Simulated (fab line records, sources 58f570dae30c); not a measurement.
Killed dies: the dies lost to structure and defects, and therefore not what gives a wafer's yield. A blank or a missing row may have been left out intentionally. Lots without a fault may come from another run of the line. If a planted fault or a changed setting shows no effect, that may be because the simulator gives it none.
The tool behind it: which one? ; flow berkeley cmos170 ; 14 lots with 42 wafers sampled at 6 steps, on a route of 331 steps

WHAT EACH GAUGE READ, for each wafer
UCB170_NSD_CD_MEAS_06: target cd 1200 nm.
lot;measured;on;cd nm (nm)
L416;day 6 23:51;cd sem-02;1200.8 1200.4 1200.0
L415;day 6 23:55;cd sem-01;1198.8 1199.2 1199.9
L417;day 7 00:44;cd sem-01;1200.1 1200.2 1199.5
L419;day 7 12:51;cd sem-02;1201.6 1200.5 1200.6
L421;day 7 23:43;cd sem-02;1200.5 1199.7 1199.9
L420;day 7 23:55;cd sem-02;1202.1 1201.4 1202.7
L422;day 8 04:17;cd sem-02;1199.2 1200.7 1199.5
L423;day 8 04:35;cd sem-01;1202.4 1203.5 1201.9
L429;day 9 20:34;cd sem-01;1199.9 1200.1 1200.8
L430;day 9 21:05;cd sem-01;1202.1 1201.4 1200.7
L433;day 9 23:40;cd sem-01;1199.8 1199.3 1200.0
L432;day 10 09:04;cd sem-02;1199.4 1201.7 1200.5
L435;day 10 23:53;cd sem-02;1198.9 1197.6 1198.6
L437;day 11 08:31;cd sem-02;1200.0 1198.2 1197.9

UCB170_V1_BOW_MEAS_03.
lot;measured;on;V1_BOW (um)
L416;day 7 14:22;film metro-02;18 21 14
L415;day 7 14:22;film metro-03;10 16 22
L417;day 7 16:48;film metro-02;19 21 6
L419;day 8 08:56;film metro-03;12 20 -2
L421;day 8 14:40;film metro-01;29 27 21
L420;day 8 14:40;film metro-03;16 18 2
L422;day 8 18:26;film metro-01;1 2 20
L423;day 8 18:28;film metro-03;22 13 31
L429;day 10 09:34;film metro-03;18 20 11
L430;day 10 09:34;film metro-01;22 24 16
L433;day 10 16:11;film metro-02;34 32 10
L432;day 10 23:40;film metro-01;23 23 7
L435;day 11 13:04;film metro-01;13 26 22
L437;day 11 21:22;film metro-01;16 18 12

UCB170_V1_CD_MEAS_12: target cd 700 nm.
lot;measured;on;cd nm (nm)
L416;day 7 16:01;cd sem-02;700.3 701.0 702.1
L415;day 7 16:23;cd sem-02;700.0 700.4 700.7
L417;day 7 19:25;cd sem-02;702.9 701.9 702.8
L419;day 8 10:15;cd sem-01;696.0 695.7 696.4
L421;day 8 16:34;cd sem-01;698.5 698.6 697.9
L420;day 8 16:46;cd sem-02;700.9 700.9 700.6
L422;day 8 19:47;cd sem-01;701.5 701.4 701.1
L423;day 8 20:01;cd sem-01;700.0 699.8 698.7
L429;day 10 10:57;cd sem-01;701.0 703.5 702.0
L430;day 10 11:14;cd sem-02;700.5 700.0 699.8
L433;day 10 18:37;cd sem-01;701.3 699.7 698.6
L432;day 11 01:53;cd sem-01;698.5 699.6 699.6
L435;day 11 15:38;cd sem-01;698.4 699.0 699.7
L437;day 12 00:17;cd sem-02;698.2 698.2 698.5

UCB170_M2_RS_MEAS_02: measures by four-point-probe.
lot;measured;on;M2_AL_RS (ohm/sq)
L416;day 7 16:46;film metro-03;0.0328 0.0327 0.0328
L415;day 7 17:05;film metro-04;0.0314 0.0320 0.0320
L417;day 7 20:07;film metro-03;0.0325 0.0327 0.0325
L419;day 8 10:57;film metro-03;0.0323 0.0324 0.0323
L421;day 8 17:16;film metro-03;0.0325 0.0325 0.0326
L420;day 8 17:29;film metro-02;0.0320 0.0316 0.0319
L422;day 8 20:29;film metro-04;0.0324 0.0326 0.0326
L423;day 8 20:43;film metro-03;0.0322 0.0319 0.0322
L429;day 10 11:39;film metro-03;0.0382 0.0386 0.0391
L430;day 10 11:57;film metro-02;0.0320 0.0317 0.0318
L433;day 10 19:20;film metro-04;0.0329 0.0327 0.0326
L432;day 11 02:35;film metro-04;0.0386 0.0385 0.0383
L435;day 11 16:20;film metro-04;0.0315 0.0315 0.0315
L437;day 12 01:02;film metro-03;0.0321 0.0313 0.0319

UCB170_M2_THK_MEAS_03: measures by xrf.
lot;measured;on;M2_AL_THK (nm)
L416;day 7 16:53;film metro-03;889 897 893
L415;day 7 17:12;film metro-04;918 894 903
L417;day 7 20:13;film metro-03;897 891 896
L419;day 8 11:04;film metro-03;900 900 899
L421;day 8 17:22;film metro-03;891 891 896
L420;day 8 17:36;film metro-02;902 916 908
L422;day 8 20:37;film metro-04;882 886 885
L423;day 8 20:50;film metro-03;902 910 904
L429;day 10 11:46;film metro-03;759 751 743
L430;day 10 12:04;film metro-02;907 921 910
L433;day 10 19:28;film metro-04;871 882 879
L432;day 11 02:43;film metro-04;747 745 753
L435;day 11 16:27;film metro-04;909 910 911
L437;day 12 01:08;film metro-03;902 925 907

TOOL THAT RAN EACH LOT (tool first, then ch and the chambers of the sampled wafers, then the start)
lot;UCB170_M2_SPUTTER_01
L416;pvd sputter-01, day 7 16:41
L415;pvd sputter-04, day 7 17:00
L417;pvd sputter-04, day 7 19:58
L419;pvd sputter-04, day 8 10:51
L421;pvd sputter-04, day 8 17:09
L420;pvd sputter-01, day 8 17:23
L422;pvd sputter-04, day 8 20:25
L423;pvd sputter-01, day 8 20:37
L429;pvd sputter-01, day 10 11:34
L430;pvd sputter-04, day 10 11:52
L433;pvd sputter-02, day 10 19:16
L432;pvd sputter-01, day 11 02:31
L435;pvd sputter-04, day 11 16:15
L437;pvd sputter-02, day 12 00:56
- UCB170_M2_SPUTTER_01: material Al, target thk 900 nm, time 120 s.

WHAT THE TOOLS THEMSELVES READ (means of the sampled wafers that have a number; where no wafer has one, the mark that the record gives instead)
UCB170_M2_SPUTTER_01.
lot;tool;chamber pressure pa (Pa);throttle valve pct (%)
L416;pvd sputter-01;0.4990;29.1
L415;pvd sputter-04;0.4998;30.4
L417;pvd sputter-04;0.5007;29.5
L419;pvd sputter-04;0.5002;29.0
L421;pvd sputter-04;0.4984;29.5
L420;pvd sputter-01;0.4997;29.6
L422;pvd sputter-04;0.4994;29.3
L423;pvd sputter-01;0.4996;29.7
L429;pvd sputter-01;0.8115;23.2
L430;pvd sputter-04;0.4994;31.1
L433;pvd sputter-02;0.5002;29.9
L432;pvd sputter-01;0.8129;23.0
L435;pvd sputter-04;0.5002;31.3
L437;pvd sputter-02;0.5010;30.1

THE ANSWER, worked out from the rows above alone
Rule: the lots themselves supply what counts as usual. The widest of any qualifying gaps counts: lots, ordered by their means at a reading, are off when they make up no more than a third of the lots, leave a main group of 4 or more, and stand apart from it by 3 or more times the standard deviation of that group's means. The tables above print the reading to a certain number of digits; a main group whose means all agree to those digits is not used. A lot without any number at a reading at which 4 lots or more have one is off too. All remaining lots with rows at the step are treated as sound. The gauges are gone through in route order, then the tools' own readings, and for those a lot's mean is taken as printed above. At the first step where some lot is off, the reading lying furthest off is the one used; lots without a number count as furthest.
Off: at UCB170_M2_RS_MEAS_02 (M2_AL_RS), L429, L432. Mean 0.0322 ohm/sq and standard deviation 0.00042 in the main group.
A tool fits if, at a process step before that reading, it ran every lot that is off, and no sound lot after the first of them. Not tried: the gauges at UCB170_M2_RS_MEAS_02; whatever is off there is also off at UCB170_M2_SPUTTER_01, on other tools, and gauge error can't account for it. One candidate fits, namely pvd sputter-01 at UCB170_M2_SPUTTER_01. Its last sound lot is L423 (day 8 20:37), its first lot that is off L429 (day 10 11:34): a fault that began between those two fits.
The tool's own readings at UCB170_M2_SPUTTER_01 bear it out: on the lots that are off they differ by more than 5 times the standard deviation of the sound lots' means. chamber pressure pa reads 0.8122 Pa there against 0.4998 Pa on the sound lots; throttle valve pct reads 23.1 % there against 29.9 % on the sound lots.

WHAT THE SIMULATOR HAD INSERTED
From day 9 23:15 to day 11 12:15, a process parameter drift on pvd sputter-01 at UCB170_M2_SPUTTER_01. Setting chamber pressure pa, moved by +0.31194, from 0.5. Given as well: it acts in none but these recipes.
Lots struck among those shown: L429, L432. The rule above reached the same finding.
